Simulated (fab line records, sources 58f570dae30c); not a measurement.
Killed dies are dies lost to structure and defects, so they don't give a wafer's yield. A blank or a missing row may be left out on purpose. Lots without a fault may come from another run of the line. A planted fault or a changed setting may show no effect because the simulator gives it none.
One fault seen from 2 desks | flow berkeley_cmos170 | each desk has only its own numbers; what lay behind them comes last

THE METROLOGY DESK
What the gauges read, lot by lot, whatever tool the lot ran on: means of the sampled wafers that have a number. A lot is out of limits, marked OUT, if its mean lies more than 4 standard deviations from the usual mean; the brackets give that distance.
Columns: A = SILICIDE_TI_RS at UCB170_SILICIDE_RS_MEAS_02, usual 26.1 ohm/sq; B = cd_nm at UCB170_M1_CD_MEAS_09, usual 700.2 nm; C = V1_POLISHED_THK at UCB170_V1_THK_MEAS_04, usual 999.9 nm
lot  | first seen here | A    | B     | C
L226 | day 6 22:42     | 26.2 | 699.7 | 1001.7
L227 | day 6 22:49     | 26.6 | 698.5 | 1001.3
L231 | day 7 21:46     | 25.9 | 699.5 | 998.9
L229 | day 7 21:53     | 26.3 | 700.6 | 999.4
L232 | day 8 03:43     | 26.6 | 699.9 | 1000.1
L233 | day 8 11:11     | 26.0 | 698.2 | 999.9
L234 | day 8 11:37     | 25.8 | 703.6 | 999.9
L237 | day 9 02:31     | 26.9 | 701.0 | 999.7
L235 | day 9 03:16     | 25.7 | 700.6 | 999.3
L236 | day 9 04:11     | 25.7 | 699.4 | 998.9
L238 | day 9 13:04     | 26.0 | 699.9 | 1118.6 (+99 or more) OUT
L240 | day 10 01:20    | 25.5 | 699.5 | 1359.0 (+99 or more) OUT
L247 | day 11 05:25    | 25.9 | 698.9 | 999.3
L248 | day 11 18:00    | 26.1 | 701.0 | 998.5
This desk's finding: out of limits on L238, L240; first on L238, day 10 02:02 (V1_POLISHED_THK at UCB170_V1_THK_MEAS_04). In limits: L226, L227, L231, L229, L232, L233, L234, L237, L235, L236, L247, L248.

THE TOOL OWNER'S DESK: cmp-01
The tool's own readings at UCB170_V1_CMP_02 (polishes SiO2): means of the sampled wafers that have a number, for each lot that ran on this tool. A lot is out of limits, marked OUT, if its mean lies more than 4 standard deviations from the usual mean; the brackets give that distance.
Columns: A = motor_current_A at UCB170_V1_CMP_02, usual 15.8 A
lot  | first seen here | A
L231 | day 8 08:55     | 16.5
L232 | day 8 19:13     | 17.4
L233 | day 8 23:08     | 15.7
L236 | day 9 15:35     | 15.5
L238 | day 10 01:36    | 17.5
L240 | day 10 11:55    | 17.0
This desk's finding: nothing out of limits on any of the 6 lots.

PUT TOGETHER
The metrology desk could have raised an alarm at day 10 02:02, on L238, L240.
The tool owner's desk saw nothing out of limits.
The tool owner's desk has L238, L240 on record, within its limits.
Of the lots named, all ran UCB170_V1_CMP_02 on cmp-01.

WHAT THE SIMULATOR HAD PUT IN
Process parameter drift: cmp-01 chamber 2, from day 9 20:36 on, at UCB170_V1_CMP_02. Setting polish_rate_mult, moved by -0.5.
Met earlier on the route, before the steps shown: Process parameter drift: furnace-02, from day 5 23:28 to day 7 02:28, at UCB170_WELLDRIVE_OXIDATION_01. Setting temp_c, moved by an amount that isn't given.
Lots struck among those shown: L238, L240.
Hours from the fault's start to each desk's first reading out of limits: the metrology desk, 5.
